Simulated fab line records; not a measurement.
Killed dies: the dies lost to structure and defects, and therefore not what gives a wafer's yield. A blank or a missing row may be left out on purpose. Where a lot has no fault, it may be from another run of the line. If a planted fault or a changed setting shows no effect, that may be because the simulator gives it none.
Code-filled problem report in 8D (eight disciplines) form ; flow berkeley_cmos170 ; the parts of the form that need people (team, actions taken, sign-off) are left out

== 1. PROBLEM STATEMENT ==
Mean CONTACT_PSG_THK at UCB170_CONTACT_THK_MEAS_02: 543 nm over 9 wafers in 3 lots; fault-free wafers: 702 nm, standard deviation 7.8. That puts it -20 standard deviations away from the usual mean.
Seen first at day 10 09:36 on film_metro-01, wafer L594.4. Wafers with a number at this step in the record: 45, from 15 lots. The rule behind "out" and "out of limits": a value lying over 4 standard deviations away from the usual mean. All remaining wafers that have a number are taken as sound.

== 2. WHAT THIS IS AND IS NOT ==
question;is;is not
which readings at this step;CONTACT_PSG_THK;-
which lots;L592, L594, L595;L579, L580, L581, L582, L583, L585, L586, L591, L596, L597, L599, L601
which wafers of those lots;all that have a number;-
read on which gauges;film_metro-01, film_metro-02;film_metro-04
when;from day 10 09:36;"up to then (24 sound wafers); but 12 sound wafers of L596, L597, L599, L601 came after"

== 3. THE SUSPECTS, EACH WITH WHAT RULES IT OUT ==
Counting: a tool at any process step up to the reading remains a suspect when it ran all the lots that are out and ran no sound lot after the first of those.
- the gauge at UCB170_CONTACT_THK_MEAS_02 is ruled out. The wafers that are out were read on 2 gauges (film_metro-01, film_metro-02).
- rtp_anneal-01 at UCB170_SDANNEAL_RTA_00 (time 10 s): ruled out as a lasting fault. Following L594 (day 10 06:28), the first lot on it that is out, the sound lots L596, L599 were run on it.
- lpcvd-02 at UCB170_CONTACT_CVD_01 (deposits PSG from SiH4/O2/PH3, target thk 700 nm, time 2820 s): ruled out as a lasting fault. Following L594 (day 10 07:47), the first lot on it that is out, the sound lots L597, L599 were run on it.
Left after counting: nothing in the record.

== 4. THE CAUSE (what the simulator had put in) ==
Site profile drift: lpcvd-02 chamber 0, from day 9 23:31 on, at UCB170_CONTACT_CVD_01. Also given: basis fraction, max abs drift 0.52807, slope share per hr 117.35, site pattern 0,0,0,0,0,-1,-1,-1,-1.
The count ruled it out by mistake, since the rule takes a fault to strike every lot its tool runs from the start of the fault on, and this one did not do so.

== 5. THE CHAIN OF EFFECTS, in route order ==
Each row: a reading where the mean over the struck wafers with a number is more than 3 standard deviations away from the usual. Only readings for which the record gives a usual standard deviation are gone through. hours: the time from each lot's start at the first step in this table that gives one to its start at this step, as a median over the lots. sigmas: the change in usual standard deviations.
hours;step;reading;usual;on struck wafers;change;sigmas
0;UCB170_CONTACT_THK_MEAS_02;CONTACT_PSG_THK;702 nm;543;-159;-20
-;UCB170_CONTACT_ETCH_18;oes_product_au;0.892 a.u.;0.771;-0.121;-8.7
Its process steps:
- UCB170_CONTACT_ETCH_18: etches PSG in CHF3/CF4/Ar, stops on TiSi2, target depth 840 nm, time 195 s.

== 6. WHAT WOULD HAVE CAUGHT IT SOONER ==
In this record the first reading out of limits at a measuring or inspecting step was taken at day 10 09:36, 10 hours after the fault began at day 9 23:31.
